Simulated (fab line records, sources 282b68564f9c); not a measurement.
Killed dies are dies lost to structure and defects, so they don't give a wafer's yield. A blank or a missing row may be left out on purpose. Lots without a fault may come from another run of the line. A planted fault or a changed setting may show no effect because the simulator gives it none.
A struck lot beside a sound one | flow rit_cmos | 15 steps out of a route of 202
Sound: wafers L568.2, L568.3, L568.4. Struck: wafers L584.1, L584.4. (L584.5 of the same lot was not struck and is left out.) The cause comes at the end.
At each step with rows: each side's tool, then ch and its chambers, then its first start. Under that, the readings that differ: sound wafers | struck wafers | difference of the means | sigmas: that difference in standard deviations of wafers without a fault.
alike: readings whose means differ by less than 2 such deviations, and words and numbers that are the same on both sides. not compared: withheld readings, readings that some wafer has no value for, bounds like >300 that may hide the same value, and numbers for which the record gives no deviation and whose values overlap.
The two part at a step that has a row with sigmas, a row that says differs or no value, or rows on one side only. Numbers that don't overlap but have no deviation are shown without sigmas and don't part them. A reading that every wafer of one side lacks parts them only if that side has two wafers or more.

RIT_SILICIDE_RTA_06: time 10 s, ramp up 5 s, ramp down 10 s.
  sound on rtp_anneal-02 ch 0, day 3 13:58; struck on rtp_anneal-02 ch 0, day 6 20:36
  alike: wafer_temp_C_max
RIT_CONTACT_CVD_00: deposits SiO2 from TEOS, target thk 400 nm, time 61 s.
  sound on pecvd-02 ch 0,2, day 3 14:01; struck on pecvd-02 ch 2, day 6 20:40
  alike: heater_power_w
  not compared: since_wet_clean_h
RIT_CONTACT_THK_MEAS_01:
  sound on film_metro-04, day 3 14:06; struck on film_metro-02, day 6 20:44
  alike: CONTACT_TEOS_THK
then, 6 steps without rows for these wafers: RIT_CONTACT_HMDS_02 (prime time 60 s); RIT_CONTACT_COAT_03 (resist thk 1000 nm); RIT_CONTACT_SOFTBAKE_04 (time 60 s); RIT_CONTACT_EXPOSE_05 (exposes mask M11, target cd 1000 nm); RIT_CONTACT_PEB_06; RIT_CONTACT_DEVELOP_07 (develop time 120 s).
RIT_CONTACT_CD_MEAS_08: target cd 1000 nm.
  sound on cd_sem-02, day 3 15:08; struck on cd_sem-01, day 6 21:46
  alike: cd_nm
RIT_CONTACT_OVL_MEAS_09:
  sound on overlay-02, day 3 15:14; struck on overlay-02, day 6 21:53
  alike: CONTACT_OVL
then, 1 step without rows for these wafers: RIT_CONTACT_HARDBAKE_10 (time 60 s).
RIT_CONTACT_ETCH_11: etches SiO2 in CHF3/CF4/Ar, stops on TiSi2, target depth 480 nm, time 320 s.
  sound on rie_diel-01 ch 1,2,3, day 3 15:25; struck on rie_diel-03 ch 1, day 6 22:05
  reading                                      | sound             | struck          | difference | sigmas
  over_etch_frac                               | 0.2 0.2 0.2       | 0.38169 0.38169 | +0.18169   |
  model.NOVOLAK_of_CONTACT_COAT_03.thk_nm (nm) | 773.4 774.2 772.5 | 752.9 748.2     | -22.8      |
  alike: cf4_flow_sccm, drypump_motor_current_A, oes_product_au, throttle_valve_pct
  not compared: rf_hours_counter_h
RIT_CONTACT_STRIP_12: strips in O2, time 180 s.
  sound on plasma_asher-04 ch 0,1, day 3 15:37; struck on plasma_asher-04 ch 0,1, day 6 22:16
  alike: drypump_motor_current_A, rf_refl_power_W
  not compared: rf_hours_counter_h
RIT_M1_PROBE_99:
  sound on prober-01, day 3 20:34; struck on prober-01, day 7 03:11
  reading                                    | sound                      | struck            | difference | sigmas
  model.etest.nmos_narrow.off_log10_a_um     | -13.09 -12.97 -13.18       | -12.82 -12.87     | +0.24      |
  model.etest.antenna_contact.vt_shift_v (V) | -0.01056 -0.01306 -0.01121 | -0.02208 -0.02216 | -0.01051   |
  alike: killed_at_contacts, killed_at_front_end, killed_dies, killed_on_rim, killed_open, killed_short
  not compared: model.etest.nmos_0p15.junction_log10_a_um, model.etest.nmos_0p3.off_log10_a_um, model.etest.gate_end_array.leak_log10_a_um

WHERE THEY PART
Nowhere in this record.

WHY: what the simulator had put in
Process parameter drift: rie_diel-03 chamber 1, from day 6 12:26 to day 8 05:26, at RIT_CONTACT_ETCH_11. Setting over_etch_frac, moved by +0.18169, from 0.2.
